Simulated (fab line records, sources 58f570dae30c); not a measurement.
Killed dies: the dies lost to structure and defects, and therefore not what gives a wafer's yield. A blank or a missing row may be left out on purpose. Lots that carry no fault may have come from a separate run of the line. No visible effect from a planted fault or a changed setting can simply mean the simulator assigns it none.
What tool caused it? | flow berkeley-cmos170 | 15 lots with 45 wafers sampled at 6 steps, on a route of 331 steps

## WHAT EACH GAUGE READ, for each wafer
UCB170_ACTIVE_THK_MEAS_06. Usual: ACTIVE_NITRIDE_THK 219.3 nm, standard deviation 1.6.
lot  | measured    | on            | ACTIVE_NITRIDE_THK (nm) | flag
L590 | day 4 23:09 | film-metro-01 | 221.3 219.8 220.2       |
L589 | day 4 23:11 | film-metro-04 | 218.1 218.4 218.6       |
L593 | day 5 16:14 | film-metro-04 | 219.2 219.3 219.1       |
L594 | day 6 07:17 | film-metro-01 | 218.3 218.0 218.3       |
L595 | day 6 07:17 | film-metro-02 | 218.4 218.8 218.3       |
L596 | day 6 07:19 | film-metro-04 | 217.6 214.5 217.7       |
L597 | day 6 17:32 | film-metro-04 | 221.0 220.4 220.6       |
L599 | day 7 01:07 | film-metro-02 | 219.9 220.3 220.1       |
L601 | day 7 06:26 | film-metro-04 | 217.7 214.7 215.5       |
L602 | day 7 06:26 | film-metro-02 | 218.2 219.6 218.1       |
L604 | day 8 03:25 | film-metro-02 | 217.5 220.2 218.9       |
L608 | day 9 02:23 | film-metro-04 | 218.5 219.5 219.2       |
L612 | day 9 02:24 | film-metro-02 | 218.7 219.5 218.3       |
L609 | day 9 02:25 | film-metro-01 | 218.1 218.2 217.4       |
L611 | day 9 02:28 | film-metro-04 | 218.9 219.1 220.6       |

UCB170_NVT_TW_MEAS_09. Usual: NVT_TW 521.7, standard deviation 2.9.
lot  | measured     | on            | NVT_TW            | flag
L590 | day 6 19:33  | film-metro-04 | 523.5 520.4 519.6 |
L589 | day 6 19:02  | film-metro-03 | 519.3 519.8 518.0 |
L593 | day 7 04:25  | film-metro-03 | 520.1 519.5 517.4 |
L594 | day 7 21:29  | film-metro-01 | 524.2 524.8 525.7 |
L595 | day 7 21:15  | film-metro-03 | 521.7 523.3 523.6 |
L596 | day 7 21:08  | film-metro-04 | 524.1 521.1 523.7 |
L597 | day 8 06:52  | film-metro-01 | 522.0 518.3 517.3 |
L599 | day 8 15:58  | film-metro-04 | 518.8 523.0 524.0 |
L601 | day 8 16:36  | film-metro-03 | 518.8 519.2 518.8 |
L602 | day 8 16:13  | film-metro-01 | 522.9 519.9 522.3 |
L604 | day 9 18:07  | film-metro-03 | 515.4 519.2 514.4 |
L608 | day 10 17:42 | film-metro-01 | 521.6 523.4 521.8 |
L612 | day 10 18:20 | film-metro-04 | 525.8 527.0 525.9 |
L609 | day 10 18:25 | film-metro-01 | 521.7 523.2 522.7 |
L611 | day 10 18:03 | film-metro-03 | 519.1 518.0 519.5 |

UCB170_GATE_CD_MEAS_12: target cd 350 nm. Usual: cd-nm reads 350.7 nm (standard deviation 1.4).
lot  | measured     | on        | cd-nm (nm)        | flag
L590 | day 7 10:50  | cd-sem-02 | 351.6 351.0 351.2 |
L589 | day 7 10:57  | cd-sem-01 | 348.0 348.8 350.0 |
L593 | day 8 00:05  | cd-sem-02 | 350.5 352.2 350.5 |
L594 | day 8 11:11  | cd-sem-02 | 351.5 352.2 351.6 |
L595 | day 8 11:04  | cd-sem-02 | 351.9 351.9 352.1 |
L596 | day 8 10:34  | cd-sem-02 | 349.8 349.9 349.4 |
L597 | day 8 20:16  | cd-sem-01 | 349.2 352.1 353.7 |
L599 | day 9 10:44  | cd-sem-01 | 352.1 353.0 352.4 |
L601 | day 9 10:50  | cd-sem-02 | 350.5 350.6 352.0 |
L602 | day 9 11:11  | cd-sem-02 | 350.7 350.4 350.7 |
L604 | day 10 09:44 | cd-sem-02 | 349.9 349.6 349.6 |
L608 | day 11 12:34 | cd-sem-02 | 346.3 347.3 347.8 |
L612 | day 11 13:19 | cd-sem-02 | 351.7 352.4 350.4 |
L609 | day 11 12:44 | cd-sem-02 | 351.1 350.9 351.6 |
L611 | day 11 13:26 | cd-sem-02 | 352.0 351.5 351.5 |

UCB170_V2_CD_MEAS_90: target cd 700 nm. Usual: cd-nm reads 699.9 nm (standard deviation 1.8).
lot  | measured     | on        | cd-nm (nm)        | flag
L590 | day 9 01:29  | cd-sem-02 | 700.7 701.5 701.1 |
L589 | day 9 01:44  | cd-sem-01 | 698.0 697.5 697.7 |
L593 | day 9 18:14  | cd-sem-02 | 700.8 698.3 701.9 |
L594 | day 9 22:40  | cd-sem-01 | 700.0 700.8 699.3 |
L595 | day 9 23:46  | cd-sem-01 | 700.4 702.1 701.0 |
L596 | day 9 23:34  | cd-sem-01 | 698.5 700.7 700.9 |
L597 | day 10 08:32 | cd-sem-01 | 701.6 700.4 700.7 |
L599 | day 10 19:01 | cd-sem-01 | 701.9 701.9 700.3 |
L601 | day 10 22:31 | cd-sem-01 | 699.6 700.3 702.1 |
L602 | day 10 21:26 | cd-sem-01 | 699.8 698.8 698.7 |
L604 | day 11 20:20 | cd-sem-01 | 699.6 697.8 699.9 |
L608 | day 12 23:59 | cd-sem-01 | - - -             | OFF
L612 | day 13 00:41 | cd-sem-02 | 699.9 699.0 699.6 |
L609 | day 13 01:23 | cd-sem-02 | - - -             | OFF
L611 | day 13 00:50 | cd-sem-01 | - - -             | OFF

## WHICH TOOL RAN EACH LOT (tool, then ch and the chambers of the sampled wafers, then the start)
lot  | UCB170_V2_ETCH_14                  | UCB170_V2_STRIP_15
L590 | rie-diel-02 ch 1,3, day 9 01:12    | plasma-asher-01 ch 0,1, day 9 01:23
L589 | rie-diel-04 ch 0,1,3, day 9 01:26  | plasma-asher-03 ch 0,1, day 9 01:37
L593 | rie-diel-02 ch 1,2, day 9 17:55    | plasma-asher-03 ch 0,1, day 9 18:08
L594 | rie-diel-01 ch 0,1,3, day 9 22:22  | plasma-asher-01 ch 0,1, day 9 22:33
L595 | rie-diel-01 ch 0,1, day 9 23:28    | plasma-asher-01 ch 0,1, day 9 23:40
L596 | rie-diel-02 ch 1,2, day 9 23:16    | plasma-asher-01 ch 0, day 9 23:27
L597 | rie-diel-04 ch 0,1,3, day 10 08:13 | plasma-asher-03 ch 0,1, day 10 08:26
L599 | rie-diel-01 ch 1,2,3, day 10 18:44 | plasma-asher-03 ch 0, day 10 18:55
L601 | rie-diel-02 ch 0,1, day 10 22:14   | plasma-asher-03 ch 0,1, day 10 22:25
L602 | rie-diel-04 ch 0,1,2, day 10 21:10 | plasma-asher-02 ch 0,1, day 10 21:20
L604 | rie-diel-04 ch 0,1,2, day 11 20:03 | plasma-asher-03 ch 0,1, day 11 20:14
L608 | rie-diel-01 ch 0,1,2, day 12 23:42 | plasma-asher-01 ch 0,1, day 12 23:53
L612 | rie-diel-02 ch 0,2,3, day 13 00:23 | plasma-asher-01 ch 0,1, day 13 00:34
L609 | rie-diel-02 ch 0,2, day 13 01:04   | plasma-asher-03 ch 0,1, day 13 01:16
L611 | rie-diel-04 ch 0,3, day 13 00:32   | plasma-asher-03 ch 0, day 13 00:43
- UCB170_V2_ETCH_14: etches SiO2 in CHF3/CF4/Ar, stops on Al, target depth 1250 nm, time 291 s.
- UCB170_V2_STRIP_15: strips in O2.

## WHAT THE TOOLS THEMSELVES READ (means of the sampled wafers that have a number; where no wafer has one, the mark that the record gives instead)
UCB170_V2_ETCH_14. Usual: CHF3_flow_sccm 45.01 sccm, standard deviation 0.14; cf4-flow-sccm 14.99 sccm, standard deviation 0.046; drypump-motor-current-A 5.8 A, standard deviation 0.52; oes-product-au 0.873 a.u., standard deviation 0.011; throttle-valve-pct 6.97 %, standard deviation 0.1.
lot  | tool        | CHF3_flow_sccm (sccm) | cf4-flow-sccm (sccm) | drypump-motor-current-A (A) | oes-product-au (a.u.) | throttle-valve-pct (%) | flag
L590 | rie-diel-02 | 44.97                 | 15.02                | 6.4                         | 0.872                 | 6.83                   |
L589 | rie-diel-04 | 44.96                 | 15.01                | 5.7                         | 0.870                 | 7.08                   |
L593 | rie-diel-02 | 44.98                 | 15.02                | 6.2                         | 0.874                 | 6.87                   |
L594 | rie-diel-01 | 45.05                 | 15.01                | 5.5                         | 0.872                 | 7.02                   |
L595 | rie-diel-01 | 45.14                 | 15.01                | 5.7                         | 0.869                 | 7.04                   |
L596 | rie-diel-02 | 44.97                 | 14.95                | 6.2                         | 0.866                 | 6.87                   |
L597 | rie-diel-04 | 45.02                 | 14.98                | 5.7                         | 0.865                 | 7.09                   |
L599 | rie-diel-01 | 44.97                 | 14.98                | 5.7                         | 0.878                 | 6.97                   |
L601 | rie-diel-02 | 45.04                 | 14.97                | 6.6                         | 0.875                 | 6.85                   |
L602 | rie-diel-04 | 45.09                 | 15.02                | 6.0                         | 0.873                 | 7.01                   |
L604 | rie-diel-04 | 44.96                 | 14.99                | 6.0                         | 0.875                 | 7.01                   |
L608 | rie-diel-01 | -                     | -                    | -                           | -                     | -                      | OFF
L612 | rie-diel-02 | 44.75                 | 14.96                | 5.7                         | 0.875                 | 6.95                   |
L609 | rie-diel-02 | -                     | -                    | -                           | -                     | -                      | OFF
L611 | rie-diel-04 | -                     | -                    | -                           | -                     | -                      | OFF

UCB170_V2_STRIP_15. Usual: drypump-motor-current-A 5.8 A, standard deviation 0.44; oes-product-au 0.722 a.u., standard deviation 0.0046; strip-time-to-endpoint-s 15.36 s, standard deviation 0.097.
lot  | tool            | drypump-motor-current-A (A) | oes-product-au (a.u.) | strip-time-to-endpoint-s (s) | flag
L590 | plasma-asher-01 | 5.5                         | 0.726                 | 15.20                        |
L589 | plasma-asher-03 | 6.2                         | 0.721                 | 15.39                        |
L593 | plasma-asher-03 | 6.2                         | 0.722                 | 15.31                        |
L594 | plasma-asher-01 | 5.5                         | 0.716                 | 15.29                        |
L595 | plasma-asher-01 | 5.5                         | 0.725                 | 15.33                        |
L596 | plasma-asher-01 | 5.2                         | 0.720                 | 15.18                        |
L597 | plasma-asher-03 | 6.0                         | 0.719                 | 15.42                        |
L599 | plasma-asher-03 | 6.5                         | 0.727                 | 15.36                        |
L601 | plasma-asher-03 | 6.0                         | 0.723                 | 15.27                        |
L602 | plasma-asher-02 | 5.7                         | 0.721                 | 15.42                        |
L604 | plasma-asher-03 | 6.2                         | 0.719                 | 15.40                        |
L608 | plasma-asher-01 | 5.4                         | 0.732                 | 21.68                        | OFF
L612 | plasma-asher-01 | 5.5                         | 0.724                 | 15.43                        |
L609 | plasma-asher-03 | 5.9                         | 0.734                 | 21.59                        | OFF
L611 | plasma-asher-03 | 6.5                         | 0.734                 | 21.57                        | OFF

## THE ANSWER, worked out from the rows above alone
Rule: take the mean of a lot's wafers that have a number; if it is more than 3 standard deviations from the usual mean, the lot is off. Also off: a lot with no number at a reading for which 4 or more lots have one. Any other lot the step has rows for is counted as sound. First the gauges in route order, then the tools' own readings, where a lot's mean is used as printed above. The first step at which some lot is off is used, and at that step the reading that is off furthest; a lot without a number counts as furthest.
Off at UCB170_V2_CD_MEAS_90 (cd-nm): L608, L609, L611. Without a number there: L608, L609, L611.
If a tool, at a process step before that reading, ran all the lots that are off and no sound lot after the first of them, it fits. The gauges at UCB170_V2_CD_MEAS_90 aren't tried: what is off there is off at UCB170_V2_ETCH_14 too, on other tools, and a gauge's error can't cause that. Of those tried, none fits.

## WHAT HAD BEEN PUT IN BY THE SIMULATOR
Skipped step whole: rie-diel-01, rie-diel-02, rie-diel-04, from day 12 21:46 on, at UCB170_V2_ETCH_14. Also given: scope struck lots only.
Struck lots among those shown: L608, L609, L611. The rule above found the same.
